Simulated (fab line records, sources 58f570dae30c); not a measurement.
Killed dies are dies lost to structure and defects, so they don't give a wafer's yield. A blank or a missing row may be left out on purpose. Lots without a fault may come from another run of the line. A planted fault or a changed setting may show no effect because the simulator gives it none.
fab line records | flow berkeley_cmos170
record lots=5 wafers=15 last_day=13
route steps=331 shown V1@264 M2@271 V2@292
lots that met no fault: from a run of the same line without faults
start_h: hours from the record's first day to the start of the lot's first wafer shown | wait_h: hours since the lot's step before | " the same as in the row above | L1.1+2: a row that stands for several wafers | - no value, or no start given | * or withheld: withheld | < > ~ a bound
route shown NAME@n: a module of which the file shows steps, and the number in the route of the first | usual: mean/standard deviation of fault-free wafers | same: alike in all rows | chamber/n: place in a boat | sites: the reading at each site | _std_site: their standard deviation | _edge_site: outer sites' mean less inner sites' | radius_mm: how far each site lies from the wafer's centre | mask NAME#n: copy n | behind: the tool/chamber that last shaped the wafer | hold: why the lot was held/for how many hours/how that ended | device: the transistor (n, p or np) that didn't switch | end of line: the same wafers' tests at the end of the route | a step without rows: its recipe alone | killed: dies lost to structure and defects at the first sort, not the wafer's yield | map: a wafer's dies, x killed, . not, _ none there
set.NAME: the setting as run; set.NAME@STEP: as run at that earlier step | model.NAME: the simulator's own value behind a step, which no gauge read
lots at some steps of the route; a table a step, a row a wafer
services: from which hour (start_h, from the record's first day; less than 0 if before it) a tool's chamber was out of use, for how many hours, and why
## steps
# step UCB170_V1_PEB_10
# recipe peb_temp_c=130 peb_time_s=withheld resist=KrF
# columns lot.wafer tool chamber start_h wait_h
L077.4+5+6 litho_track-04 0 185.56 0.1
L080.1+3+5 litho_track-04 0 211.50 0.4
L087.2+4+5 litho_track-01 0 242.53 0.2
L091.3+4+6 litho_track-04 0 273.54 0.1
L096.1+5+6 litho_track-04 0 308.48 0.4
# step UCB170_V1_DEVELOP_11
# recipe developer=TMAH develop_time_s=45 resist=KrF dev_temp_c=21
# columns lot.wafer tool chamber start_h wait_h
L077.4+5+6 litho_track-04 0 - -
L080.1+3+5 litho_track-04 0 - -
L087.2+4+5 litho_track-01 0 - -
L091.3+4+6 litho_track-04 0 - -
L096.1+5+6 litho_track-04 0 - -
# step UCB170_V1_CD_MEAS_12
# recipe target_cd_nm=700
# usual cd_nm=700.1/1.2
# columns lot.wafer tool chamber start_h wait_h cd_nm
L077.4 cd_sem-02 - 185.82 - 699.9
L077.5 " - " " 700.7
L077.6 " - " " 700.1
L080.1 cd_sem-02 - 211.78 - 700.3
L080.3 " - " " 700.6
L080.5 " - " " 700.0
L087.2 cd_sem-01 - 242.80 - 701.4
L087.4 " - " " 698.2
L087.5 " - " " 699.7
L091.3 cd_sem-01 - 273.81 - 700.7
L091.4 " - " " 700.4
L091.6 " - " " 700.5
L096.1 cd_sem-01 - 308.76 - 698.0
L096.5 " - " " 699.6
L096.6 " - " " 698.3
# step UCB170_V1_OVL_MEAS_13
# usual V1_OVL=-2/5.1
# columns lot.wafer tool chamber start_h wait_h V1_OVL[nm]
L077.4 overlay-02 - 185.90 0.1 -7
L077.5 " - " " -3
L077.6 " - " " -8
L080.1 overlay-01 - 211.90 0.1 6
L080.3 " - " " 9
L080.5 " - " " -4
L087.2 overlay-02 - 242.91 0.1 -6
L087.4 " - " " -3
L087.5 " - " " -3
L091.3 overlay-02 - 273.90 0.1 -2
L091.4 " - " " -6
L091.6 " - " " -2
L096.1 overlay-02 - 308.88 0.1 -2
L096.5 " - " " 5
L096.6 " - " " -8
# step UCB170_V1_ETCH_14
# recipe chemistry=CHF3/CF4/Ar target=SiO2 stop_on=Al CHF3_flow_sccm=45 cf4_flow_sccm=15 Ar_flow_sccm=150 pressure_mtorr=200 rf_w=700 target_depth_a=12500 over_etch_frac=0.25 time_s=291
# usual CHF3_flow_sccm=44.98/0.12 drypump_motor_current_A=5.8/0.52 oes_product_au=0.878/0.01 throttle_valve_pct=6.92/0.12
# columns lot.wafer tool chamber start_h wait_h CHF3_flow_sccm drypump_motor_current_A oes_product_au rf_hours_counter_h throttle_valve_pct
L077.4 rie_diel-01 1 185.92 0.0 45.05 6.0 0.902 88 6.99
L077.5 " 0 " " 44.85 6.1 0.880 - 6.74
L077.6 " 3 " " 44.85 6.0 0.870 - 7.03
L080.1 rie_diel-04 2 211.93 0.0 44.81 5.9 0.889 18 6.78
L080.3 " 0 " " 45.20 5.7 0.864 11 6.75
L080.5 " 0 " " 45.18 5.7 0.858 - 6.74
L087.2 rie_diel-01 0 242.94 0.0 45.13 6.2 0.882 115 6.74
L087.4 " 3 " " 45.07 6.0 0.881 85 7.03
L087.5 " 1 " " 45.10 6.1 0.895 - 7.02
L091.3 rie_diel-01 3 273.92 0.0 45.00 6.0 0.872 87 7.03
L091.4 " 2 " " 44.85 5.5 0.875 98 6.91
L091.6 " 1 " " 45.07 6.1 0.896 - 6.98
L096.1 rie_diel-03 2 308.91 0.0 45.13 6.1 0.877 34 6.96
L096.5 " 2 " " 45.00 6.1 0.879 - 6.96
L096.6 " 3 " " 44.88 6.4 0.878 - 6.95
# step UCB170_V1_STRIP_15
# recipe chemistry=O2 power_w=400 pressure_mtorr=3500 platen_temp_c=withheld o2_flow_sccm=400 overash_fraction=0.5
# usual drypump_motor_current_A=5.8/0.56 oes_product_au=0.722/0.0045 strip_time_to_endpoint_s=15.33/0.12
# columns lot.wafer tool chamber start_h wait_h drypump_motor_current_A oes_product_au rf_hours_counter_h strip_time_to_endpoint_s
L077.4 plasma_asher-02 1 186.13 0.1 6.1 0.723 - 15.35
L077.5 " 0 " " 6.7 0.715 - 15.35
L077.6 " 1 " " 6.1 0.727 - 15.43
L080.1 plasma_asher-01 1 212.11 0.1 5.2 0.721 41 15.38
L080.3 " 1 " " 5.2 0.718 - 15.50
L080.5 " 1 " " 5.2 0.725 - 15.53
L087.2 plasma_asher-04 0 243.12 0.1 5.4 0.720 50 15.22
L087.4 " 1 " " 5.3 0.730 - 15.25
L087.5 " 0 " " 5.4 0.724 - 15.17
L091.3 plasma_asher-04 1 274.14 0.1 5.3 0.721 - 15.27
L091.4 " 0 " " 5.4 0.715 - 15.29
L091.6 " 0 " " 5.4 0.723 - 15.25
L096.1 plasma_asher-02 1 309.09 0.1 6.1 0.716 60 15.33
L096.5 " 1 " " 6.1 0.719 - 15.26
L096.6 " 0 " " 6.7 0.720 - 15.65
# step UCB170_V1_CD_MEAS_90
# recipe target_cd_nm=700
# usual cd_nm=700.3/1.4
# columns lot.wafer tool chamber start_h wait_h cd_nm
L077.4 cd_sem-01 - 186.26 0.1 700.8
L077.5 " - " " 700.9
L077.6 " - " " 700.7
L080.1 cd_sem-01 - 212.21 0.1 700.3
L080.3 " - " " 700.6
L080.5 " - " " 700.6
L087.2 cd_sem-02 - 243.24 0.1 701.8
L087.4 " - " " 699.5
L087.5 " - " " 700.5
L091.3 cd_sem-02 - 274.24 0.1 700.4
L091.4 " - " " 700.6
L091.6 " - " " 701.3
L096.1 cd_sem-02 - 309.19 0.1 699.2
L096.5 " - " " 701.1
L096.6 " - " " 698.1
# step UCB170_M2_PRE_CLEAN_00
# recipe gas=Ar preclean_etch_time_s=60
# columns lot.wafer tool chamber start_h wait_h
L077.4+5+6 pvd_sputter-03 - 186.32 0.0
L080.1+3+5 pvd_sputter-01 - 212.33 0.1
L087.2+4+5 pvd_sputter-01 - 243.34 0.1
L091.3+4+6 pvd_sputter-03 - 274.32 0.1
L096.1+5+6 pvd_sputter-03 - 309.31 0.1
# step UCB170_M2_SPUTTER_01
# recipe material=Al target_thk_nm=900 time_s=120 power_w=6000 chamber_pressure_pa=0.5
# usual throttle_valve_pct=28.9/0.98
# columns lot.wafer tool chamber start_h wait_h throttle_valve_pct
L077.4 pvd_sputter-03 - 186.38 0.0 29.5
L077.5 " - " " 29.1
L077.6 " - " " 29.5
L080.1 pvd_sputter-01 - 212.40 0.0 26.7
L080.3 " - " " 29.8
L080.5 " - " " 27.1
L087.2 pvd_sputter-01 - 243.41 0.0 29.9
L087.4 " - " " 29.1
L087.5 " - " " 27.2
L091.3 pvd_sputter-03 - 274.39 0.0 29.0
L091.4 " - " " 29.1
L091.6 " - " " 29.3
L096.1 pvd_sputter-03 - 309.38 0.0 29.5
L096.5 " - " " 29.0
L096.6 " - " " 29.5
# step UCB170_M2_RS_MEAS_02
# recipe thk_meas_gauge=four-point-probe reads=Al_of_M2_SPUTTER_01
# usual M2_AL_RS=0.0324/0.00027
# columns lot.wafer tool chamber start_h wait_h M2_AL_RS[ohm/sq]
L077.4 film_metro-02 - 186.53 0.1 0.03218
L077.5 " - " " 0.03209
L077.6 " - " " 0.03237
L080.1 film_metro-03 - 212.48 0.0 0.0322
L080.3 " - " " 0.03203
L080.5 " - " " 0.03253
L087.2 film_metro-03 - 243.51 0.1 0.0322
L087.4 " - " " 0.03225
L087.5 " - " " 0.03226
L091.3 film_metro-02 - 274.51 0.1 0.03249
L091.4 " - " " 0.0326
L091.6 " - " " 0.03261
L096.1 film_metro-02 - 309.46 0.0 0.03206
L096.5 " - " " 0.03251
L096.6 " - " " 0.03183
# step UCB170_M2_THK_MEAS_03
# recipe thk_meas_gauge=xrf reads=Al_of_M2_SPUTTER_01
# usual M2_AL_THK=880/9.1
# columns lot.wafer tool chamber start_h wait_h M2_AL_THK[nm]
L077.4 film_metro-02 - 186.62 0.1 874
L077.5 " - " " 882
L077.6 " - " " 873
L080.1 film_metro-03 - 212.60 0.1 888
L080.3 " - " " 892
L080.5 " - " " 875
L087.2 film_metro-03 - 243.62 0.1 892
L087.4 " - " " 890
L087.5 " - " " 885
L091.3 film_metro-02 - 274.61 0.1 872
L091.4 " - " " 863
L091.6 " - " " 863
L096.1 film_metro-02 - 309.58 0.1 884
L096.5 " - " " 870
L096.6 " - " " 895
# step UCB170_M2_HMDS_04
# recipe prime_time_s=60 prime_temp_c=100
# columns lot.wafer tool chamber start_h wait_h
L077.4+5+6 litho_track-02 0 186.72 0.1
L080.1+3+5 litho_track-02 0 212.70 0.1
L087.2+4+5 litho_track-02 0 243.75 0.1
L091.3+4+6 litho_track-01 0 274.70 0.1
L096.1+5+6 litho_track-02 0 309.64 0.1
# step UCB170_M2_COAT_05
# recipe resist=KrF spin_rpm=1500 resist_thk_nm=900
# columns lot.wafer tool chamber start_h wait_h
L077.4+5+6 litho_track-02 0 186.87 0.1
L080.1+3+5 litho_track-02 0 212.85 0.1
L087.2+4+5 litho_track-02 0 243.90 0.1
L091.3+4+6 litho_track-01 0 274.85 0.1
L096.1+5+6 litho_track-02 0 309.79 0.1
# step UCB170_M2_SOFTBAKE_06
# recipe resist=KrF temp_c=130 time_s=60
# columns lot.wafer tool chamber start_h wait_h
L077.4+5+6 litho_track-02 0 187.02 0.1
L080.1+3+5 litho_track-02 0 213.00 0.1
L087.2+4+5 litho_track-02 0 244.05 0.1
L091.3+4+6 litho_track-01 0 275.00 0.1
L096.1+5+6 litho_track-02 0 309.94 0.1
# step UCB170_M2_STRIP_07
# recipe chemistry=O2 power_w=400 pressure_mtorr=3500 platen_temp_c=withheld o2_flow_sccm=400 overash_fraction=0.5
# usual drypump_motor_current_A=5.6/0.32 oes_product_au=0.735/0.0047 strip_time_to_endpoint_s=21.97/0.062
# columns lot.wafer tool chamber start_h wait_h drypump_motor_current_A oes_product_au rf_hours_counter_h strip_time_to_endpoint_s
L077.4 plasma_asher-04 0 187.13 0.1 5.4 0.744 - 21.88
L077.5 " 1 " " 5.4 0.732 - 21.92
L077.6 " 0 " " 5.4 0.732 - 21.86
L080.1 plasma_asher-03 0 213.15 0.1 5.9 0.739 10 21.96
L080.3 " 1 " " 6.2 0.735 - 21.94
L080.5 " 1 " " 6.1 0.744 - 21.97
L087.2 plasma_asher-03 0 244.17 0.1 5.9 0.733 13 21.98
L087.4 " 1 " " 6.2 0.734 - 21.93
L087.5 " 0 " " 5.9 0.741 - 21.96
L091.3 plasma_asher-01 1 275.14 0.1 5.2 0.737 - 21.93
L091.4 " 0 " " 5.7 0.741 - 21.96
L091.6 " 0 " " 5.7 0.729 - 21.97
L096.1 plasma_asher-03 0 310.09 0.1 5.9 0.735 20 22.07
L096.5 " 0 " " 5.9 0.735 - 22.01
L096.6 " 1 " " 6.1 0.733 - 22.07
# step UCB170_M2_STRIP_08
# recipe chemistry=DMSO temp_c=80 time_s=600 material=KrF
# columns lot.wafer tool chamber start_h wait_h
L077.4+5+6 wet_bench-04 3 187.20 0.0
L080.1+3+5 wet_bench-04 1 213.25 0.1
L087.2+4+5 wet_bench-02 2 244.27 0.1
L091.3+4+6 wet_bench-02 1 275.44 0.3
L096.1+5+6 wet_bench-02 3 310.19 0.1
# step UCB170_M2_COAT_09
# recipe resist=BARC temp_c=withheld time_s=withheld spin_rpm=3000 resist_thk_nm=withheld
# columns lot.wafer tool chamber start_h wait_h
L077.4+5+6 litho_track-03 0 187.58 0.2
L080.1+3+5 litho_track-03 0 214.36 0.8
L087.2+4+5 litho_track-01 0 244.60 0.2
L091.3+4+6 litho_track-01 0 275.69 0.1
L096.1+5+6 litho_track-03 0 310.97 0.4
# step UCB170_M2_COAT_10
# recipe resist=KrF spin_rpm=1500 resist_thk_nm=900
# columns lot.wafer tool chamber start_h wait_h
L077.4+5+6 litho_track-03 0 - -
L080.1+3+5 litho_track-03 0 - -
L087.2+4+5 litho_track-01 0 - -
L091.3+4+6 litho_track-01 0 - -
L096.1+5+6 litho_track-03 0 - -
# step UCB170_M2_SOFTBAKE_11
# recipe resist=KrF temp_c=130 time_s=60
# columns lot.wafer tool chamber start_h wait_h
L077.4+5+6 litho_track-03 0 - -
L080.1+3+5 litho_track-03 0 - -
L087.2+4+5 litho_track-01 0 - -
L091.3+4+6 litho_track-01 0 - -
L096.1+5+6 litho_track-03 0 - -
# step UCB170_M2_EXPOSE_12
# recipe mask_id=METAL2 target_cd_nm=700 na=0.5 sigma_outer=0.6 source_shape=conventional dose_mj=26
# columns lot.wafer tool chamber start_h wait_h mask
L077.4+5+6 krf_scanner-02 0 188.01 - METAL2#0
L080.1+3+5 krf_scanner-02 0 214.93 - METAL2#0
L087.2+4+5 krf_scanner-02 0 245.17 - METAL2#0
L091.3+4+6 krf_scanner-02 0 276.25 - METAL2#0
L096.1+5+6 krf_scanner-02 0 311.54 - METAL2#0
# step UCB170_M2_PEB_13
# recipe peb_temp_c=130 peb_time_s=withheld resist=KrF
# columns lot.wafer tool chamber start_h wait_h
L077.4+5+6 litho_track-03 0 188.15 0.1
L080.1+3+5 litho_track-03 0 215.53 0.6
L087.2+4+5 litho_track-02 0 245.29 0.1
L091.3+4+6 litho_track-03 0 276.48 0.2
L096.1+5+6 litho_track-02 0 311.66 0.1
# step UCB170_M2_DEVELOP_14
# recipe developer=TMAH develop_time_s=45 resist=KrF dev_temp_c=21
# columns lot.wafer tool chamber start_h wait_h
L077.4+5+6 litho_track-03 0 - -
L080.1+3+5 litho_track-03 0 - -
L087.2+4+5 litho_track-02 0 - -
L091.3+4+6 litho_track-03 0 - -
L096.1+5+6 litho_track-02 0 - -
# step UCB170_M2_CD_MEAS_15
# recipe target_cd_nm=700
# usual cd_nm=700.3/1.4
# columns lot.wafer tool chamber start_h wait_h cd_nm
L077.4 cd_sem-01 - 188.41 - 698.4
L077.5 " - " " 699.1
L077.6 " - " " 698.9
L080.1 cd_sem-01 - 215.81 - 702.5
L080.3 " - " " 702.1
L080.5 " - " " 702.5
L087.2 cd_sem-01 - 245.56 - 697.6
L087.4 " - " " 697.9
L087.5 " - " " 698.7
L091.3 cd_sem-01 - 276.75 - 701.5
L091.4 " - " " 700.7
L091.6 " - " " 701.5
L096.1 cd_sem-01 - 311.93 - 700.8
L096.5 " - " " 699.8
L096.6 " - " " 701.7
# step UCB170_M2_OVL_MEAS_16
# usual M2_OVL=-4/5.3
# columns lot.wafer tool chamber start_h wait_h M2_OVL[nm]
L077.4 overlay-02 - 188.49 0.1 -4
L077.5 " - " " -5
L077.6 " - " " -4
L080.1 overlay-02 - 215.93 0.1 -1
L080.3 " - " " 3
L080.5 " - " " -6
L087.2 overlay-01 - 245.66 0.1 2
L087.4 " - " " 5
L087.5 " - " " -2
L091.3 overlay-01 - 276.84 0.1 5
L091.4 " - " " -4
L091.6 " - " " -3
L096.1 overlay-02 - 312.05 0.1 -8
L096.5 " - " " 0
L096.6 " - " " -5
# step UCB170_M2_ETCH_17
# recipe chemistry=N2/H2 target_depth_a=withheld overetch_a=withheld target=BARC time_s=withheld source_w=500 bias_w=100 pressure_mtorr=30 n2_flow_sccm=100 h2_flow_sccm=200
# usual drypump_motor_current_A=5.6/0.54 oes_product_au=0.999/0.022 throttle_valve_pct=13.29/0.18
# columns lot.wafer tool chamber start_h wait_h drypump_motor_current_A oes_product_au throttle_valve_pct
L077.4 rie_diel-02 1 188.50 0.0 5.0 0.965 13.11
L077.5 " 2 " " 5.1 0.988 13.51
L077.6 " 1 " " 5.0 0.977 13.11
L080.1 rie_diel-02 3 215.97 0.0 5.8 1.014 13.39
L080.3 " 2 " " 5.1 0.985 13.48
L080.5 " 2 " " 5.1 0.989 13.50
L087.2 rie_diel-03 0 245.69 0.0 4.7 1.017 13.50
L087.4 " 3 " " 6.4 0.976 13.40
L087.5 " 0 " " 4.7 1.018 13.51
L091.3 rie_diel-03 0 276.87 0.0 4.8 1.015 13.51
L091.4 " 3 " " 6.4 1.000 13.37
L091.6 " 0 " " 4.7 1.014 13.49
L096.1 rie_diel-03 3 312.09 0.0 6.4 1.000 13.40
L096.5 " 3 " " 6.4 0.993 13.39
L096.6 " 2 " " 6.1 1.011 13.22
# step UCB170_M2_METAL_ETCH_18
# recipe chemistry=Cl2/BCl3 target=Al stop_on=SiO2 pressure_mtorr=12 target_depth_a=11700 over_etch_frac=0.3 time_s=195 icp_w=600 bias_w=120 Cl2_flow_sccm=90 bcl3_flow_sccm=45
# usual drypump_motor_current_A=6.0/0.51 oes_product_au=0.856/0.015 throttle_valve_pct=24.41/0.21
# columns lot.wafer tool chamber start_h wait_h drypump_motor_current_A oes_product_au rf_hours_counter_h throttle_valve_pct
L077.4 rie_metal-02 1 188.73 - 5.6 0.873 - 24.42
L077.5 " 1 " " 5.6 0.873 - 24.41
L077.6 " 1 " " 5.6 0.863 - 24.42
L080.1 rie_metal-02 1 216.01 - 5.6 0.868 5.5 24.42
L080.3 " 0 " " 5.3 0.862 - 24.66
L080.5 " 0 " " 5.3 0.856 - 24.66
L087.2 rie_metal-02 0 245.74 - 5.2 0.863 1.5 24.67
L087.4 " 1 " " 5.6 0.872 - 24.43
L087.5 " 1 " " 5.6 0.873 - 24.41
L091.3 rie_metal-01 1 276.97 - 6.0 0.875 - 24.66
L091.4 " 0 " " 6.1 0.839 - 24.08
L091.6 " 0 " " 6.1 0.847 - 24.07
L096.1 rie_metal-03 1 312.13 - 6.8 0.842 7.8 24.39
L096.5 " 1 " " 6.7 0.846 - 24.41
L096.6 " 0 " " 6.6 0.878 - 24.36
# step UCB170_M2_STRIP_19
# recipe chemistry=O2 power_w=400 pressure_mtorr=3500 platen_temp_c=withheld o2_flow_sccm=400 overash_fraction=0.5
# usual drypump_motor_current_A=5.5/0.32 oes_product_au=0.538/0.013
# columns lot.wafer tool chamber start_h wait_h drypump_motor_current_A oes_product_au rf_hours_counter_h
L077.4 plasma_asher-04 1 188.95 0.2 5.3 0.515 -
L077.5 " 0 " " 5.4 0.524 -
L077.6 " 1 " " 5.3 0.519 -
L080.1 plasma_asher-01 0 216.20 0.1 5.7 0.526 42
L080.3 " 1 " " 5.2 0.530 -
L080.5 " 1 " " 5.2 0.532 -
L087.2 plasma_asher-04 0 245.92 0.1 5.4 0.530 50
L087.4 " 1 " " 5.3 0.528 -
L087.5 " 1 " " 5.3 0.525 -
L091.3 plasma_asher-01 0 277.13 0.1 5.7 0.525 -
L091.4 " 1 " " 5.2 0.516 -
L091.6 " 1 " " 5.2 0.529 -
L096.1 plasma_asher-03 1 312.32 0.1 6.2 0.551 21
L096.5 " 1 " " 6.2 0.545 -
L096.6 " 0 " " 5.8 0.564 -
# step UCB170_M2_CD_MEAS_90
# recipe target_cd_nm=700
# usual cd_nm=698/4.6
# columns lot.wafer tool chamber start_h wait_h cd_nm
L077.4 cd_sem-02 - 189.08 0.1 690
L077.5 " - " " 695
L077.6 " - " " 692
L080.1 cd_sem-01 - 216.30 0.1 692
L080.3 " - " " 693
L080.5 " - " " 695
L087.2 cd_sem-01 - 246.04 0.1 692
L087.4 " - " " 694
L087.5 " - " " 693
L091.3 cd_sem-01 - 277.23 0.1 705
L091.4 " - " " 699
L091.6 " - " " 698
L096.1 cd_sem-01 - 312.42 0.1 706
L096.5 " - " " 703
L096.6 " - " " 704
# step UCB170_V2_CVD_00
# recipe material=SiO2 target_thk_nm=2000 temp_c=390 precursor=TEOS/O2 time_s=250 rf_w=550 pressure_mtorr=9000
# usual heater_power_w=236/51 susceptor_temp_C=390.03/0.23
# columns lot.wafer tool chamber start_h wait_h heater_power_w susceptor_temp_C
L077.4 pecvd-03 2 189.22 0.1 322 389.82
L077.5 " 1 " " 205 389.77
L077.6 " 0 " " 238 390.15
L080.1 pecvd-03 1 216.42 0.1 228 390.25
L080.3 " 0 " " 229 390.14
L080.5 " 1 " " 279 390.68
L087.2 pecvd-04 1 246.14 0.1 269 390.08
L087.4 " 2 " " 238 389.65
L087.5 " 0 " " 199 389.85
L091.3 pecvd-02 1 277.31 0.1 233 390.19
L091.4 " 1 " " 158 390.02
L091.6 " 2 " " 133 390.22
L096.1 pecvd-02 0 312.54 0.1 302 390.14
L096.5 " 1 " " 154 389.81
L096.6 " 0 " " 208 390.24
# step UCB170_V2_THK_MEAS_01
# recipe reads=SiO2_of_V2_CVD_00
# usual V2_TEOS_THK=1987/23
# columns lot.wafer tool chamber start_h wait_h V2_TEOS_THK[nm]
L077.4 film_metro-02 - 189.33 0.0 2009
L077.5 " - " " 2018
L077.6 " - " " 2011
L080.1 film_metro-01 - 216.57 0.1 1963
L080.3 " - " " 1999
L080.5 " - " " 2004
L087.2 film_metro-01 - 246.31 0.1 1983
L087.4 " - " " 1996
L087.5 " - " " 2013
L091.3 film_metro-04 - 277.49 0.1 1998
L091.4 " - " " 2021
L091.6 " - " " 2000
L096.1 film_metro-02 - 312.70 0.1 1967
L096.5 " - " " 1984
L096.6 " - " " 1976
# step UCB170_V2_CMP_02
# recipe material=SiO2 down_force_psi=6 platen_rpm=60 pad_velocity_m_s=0.75398
# usual motor_current_A=16.5/1.2 platen_rpm=60.00/0.039
# columns lot.wafer tool chamber start_h wait_h motor_current_A platen_rpm
L077.4 cmp-02 0 189.36 0.0 18.2 59.98
L077.6 " 0 " " 19.9 60.08
L077.5 " 1 " " 17.6 60.02
L080.3 cmp-01 3 216.63 0.0 17.8 59.99
L080.1 " 2 " " 14.9 60.01
L080.5 " 3 " " 16.9 59.98
L087.2 cmp-02 3 246.41 0.1 16.6 59.99
L087.4 " 1 " " 17.5 59.92
L087.5 " 3 " " 16.6 60.01
L091.3 cmp-02 2 277.63 0.1 17.5 59.96
L091.4 " 3 " " 16.1 60.02
L091.6 " 0 " " 19.1 59.96
L096.1 cmp-02 2 312.91 0.2 17.9 59.97
L096.5 " 3 " " 16.0 59.98
L096.6 " 0 " " 19.4 60.06
# step UCB170_V2_BOW_MEAS_03
# recipe mode=bow
# usual V2_BOW=38/7
# columns lot.wafer tool chamber start_h wait_h V2_BOW[um]
L077.4 film_metro-04 - 189.72 0.3 41
L077.5 " - " " 32
L077.6 " - " " 41
L080.1 film_metro-01 - 216.93 0.1 39
L080.3 " - " " 39
L080.5 " - " " 40
L087.2 film_metro-01 - 246.68 0.2 42
L087.4 " - " " 43
L087.5 " - " " 36
L091.3 film_metro-04 - 277.87 0.2 35
L091.4 " - " " 47
L091.6 " - " " 42
L096.1 film_metro-02 - 313.06 0.1 24
L096.5 " - " " 38
L096.6 " - " " 40
# step UCB170_V2_THK_MEAS_04
# recipe reads=SiO2_of_V2_CVD_00
# usual V2_POLISHED_THK=999.8/1.2
# columns lot.wafer tool chamber start_h wait_h V2_POLISHED_THK[nm]
L077.4 film_metro-04 - 189.81 0.1 999.3
L077.5 " - " " 1001.4
L077.6 " - " " 1001.0
L080.1 film_metro-01 - 217.05 0.1 999.6
L080.3 " - " " 999.3
L080.5 " - " " 997.9
L087.2 film_metro-01 - 246.79 0.1 1000.4
L087.4 " - " " 1000.9
L087.5 " - " " 1002.0
L091.3 film_metro-04 - 277.97 0.1 999.4
L091.4 " - " " 1001.2
L091.6 " - " " 1001.0
L096.1 film_metro-02 - 313.18 0.1 998.0
L096.5 " - " " 998.5
L096.6 " - " " 998.7
# step UCB170_V2_CLEAN_05
# recipe chemistry=DIW
# columns lot.wafer tool chamber start_h wait_h
L077.4+5+6 wet_bench-03 1 189.84 0.0
L080.1+3+5 wet_bench-04 2 217.19 0.1
L087.2+4+5 wet_bench-04 2 246.84 0.0
L091.3+4+6 wet_bench-01 2 278.12 0.1
L096.1+5+6 wet_bench-03 2 313.24 0.1
# step UCB170_V2_HMDS_06
# recipe prime_time_s=60 prime_temp_c=100
# columns lot.wafer tool chamber start_h wait_h
L077.4+5+6 litho_track-01 0 190.09 0.1
L080.1+3+5 litho_track-03 0 217.37 0.0
L087.2+4+5 litho_track-04 0 247.04 0.0
L091.3+4+6 litho_track-03 0 278.34 0.1
L096.1+5+6 litho_track-04 0 313.80 0.4
# step UCB170_V2_COAT_07
# recipe resist=KrF spin_rpm=1500 resist_thk_nm=900
# columns lot.wafer tool chamber start_h wait_h
L077.4+5+6 litho_track-01 0 190.24 0.1
L080.1+3+5 litho_track-03 0 217.52 0.1
L087.2+4+5 litho_track-04 0 247.19 0.1
L091.3+4+6 litho_track-03 0 278.49 0.1
L096.1+5+6 litho_track-04 0 313.95 0.1
# step UCB170_V2_SOFTBAKE_08
# recipe resist=KrF temp_c=130 time_s=60
# columns lot.wafer tool chamber start_h wait_h
L077.4+5+6 litho_track-01 0 190.39 0.1
L080.1+3+5 litho_track-03 0 217.67 0.1
L087.2+4+5 litho_track-04 0 247.34 0.1
L091.3+4+6 litho_track-03 0 278.64 0.1
L096.1+5+6 litho_track-04 0 314.10 0.1
# step UCB170_V2_EXPOSE_09
# recipe mask_id=VIA2 target_cd_nm=700 na=0.5 sigma_outer=0.6 source_shape=conventional dose_mj=37
# columns lot.wafer tool chamber start_h wait_h mask
L077.4+5+6 krf_scanner-02 0 190.64 0.2 VIA2#0
L080.1+3+5 krf_scanner-02 0 217.94 0.2 VIA2#0
L087.2+4+5 krf_scanner-02 0 247.61 0.2 VIA2#0
L091.3+4+6 krf_scanner-02 0 278.78 0.1 VIA2#0
L096.1+5+6 krf_scanner-02 0 314.25 0.1 VIA2#0
# step UCB170_V2_PEB_10
# recipe peb_temp_c=130 peb_time_s=withheld resist=KrF
# columns lot.wafer tool chamber start_h wait_h
L077.4+5+6 litho_track-04 0 190.78 0.1
L080.1+3+5 litho_track-04 0 218.22 0.3
L087.2+4+5 litho_track-03 0 247.73 0.1
L091.3+4+6 litho_track-03 0 278.91 0.1
L096.1+5+6 litho_track-04 0 314.70 0.4
# step UCB170_V2_DEVELOP_11
# recipe developer=TMAH develop_time_s=45 resist=KrF dev_temp_c=21
# columns lot.wafer tool chamber start_h wait_h
L077.4+5+6 litho_track-04 0 - -
L080.1+3+5 litho_track-04 0 - -
L087.2+4+5 litho_track-03 0 - -
L091.3+4+6 litho_track-03 0 - -
L096.1+5+6 litho_track-04 0 - -
# step UCB170_V2_CD_MEAS_12
# recipe target_cd_nm=700
# usual cd_nm=700.3/1.6
# columns lot.wafer tool chamber start_h wait_h cd_nm
L077.4 cd_sem-01 - 191.04 - 699.9
L077.5 " - " " 701.0
L077.6 " - " " 700.9
L080.1 cd_sem-01 - 218.49 - 700.6
L080.3 " - " " 701.7
L080.5 " - " " 699.7
L087.2 cd_sem-02 - 248.00 - 700.6
L087.4 " - " " 701.0
L087.5 " - " " 701.3
L091.3 cd_sem-01 - 279.17 - 701.9
L091.4 " - " " 701.9
L091.6 " - " " 702.5
L096.1 cd_sem-01 - 315.00 - 702.0
L096.5 " - " " 703.2
L096.6 " - " " 701.6
# step UCB170_V2_OVL_MEAS_13
# usual V2_OVL=0/5
# columns lot.wafer tool chamber start_h wait_h V2_OVL[nm]
L077.4 overlay-02 - 191.12 0.1 8
L077.5 " - " " 7
L077.6 " - " " -3
L080.1 overlay-02 - 218.61 0.1 10
L080.3 " - " " 4
L080.5 " - " " 1
L087.2 overlay-01 - 248.11 0.1 -2
L087.4 " - " " -6
L087.5 " - " " 5
L091.3 overlay-02 - 279.27 0.1 -4
L091.4 " - " " 5
L091.6 " - " " 3
L096.1 overlay-01 - 315.12 0.1 5
L096.5 " - " " -2
L096.6 " - " " 2
## services
# columns tool chamber start_h hours kind
cmp-02 - 164.40 2.1 repair
krf_scanner-02 - 179.03 1.0 pm
rie_diel-03 - 190.23 2.0 repair
rie_metal-02 - 198.25 0.5 repair
cmp-02 - 200.69 3.8 repair
rie_metal-02 - 203.54 0.2 repair
cmp-02 - 232.00 4.0 pm
pvd_sputter-03 - 238.28 3.5 repair
rie_diel-03 - 239.31 0.2 repair
rie_metal-02 0 241.61 2.5 repair
krf_scanner-02 - 244.04 0.8 pm
rie_diel-01 - 247.67 0.4 repair
plasma_asher-04 - 257.70 1.3 repair
rie_metal-02 - 258.11 2.8 pm
rie_metal-02 0 263.95 12.3 repair
rie_diel-03 - 269.70 0.4 repair
wet_bench-04 - 273.40 4.9 repair
krf_scanner-02 - 279.58 3.6 pm
wet_bench-02 - 280.03 4.4 pm
rie_diel-01 0 287.04 6.3 repair
pvd_sputter-01 - 298.67 1.1 repair
krf_scanner-02 - 299.38 1.3 pm
pvd_sputter-03 - 300.23 1.0 repair
pvd_sputter-01 - 308.43 1.1 repair
## key
fault none
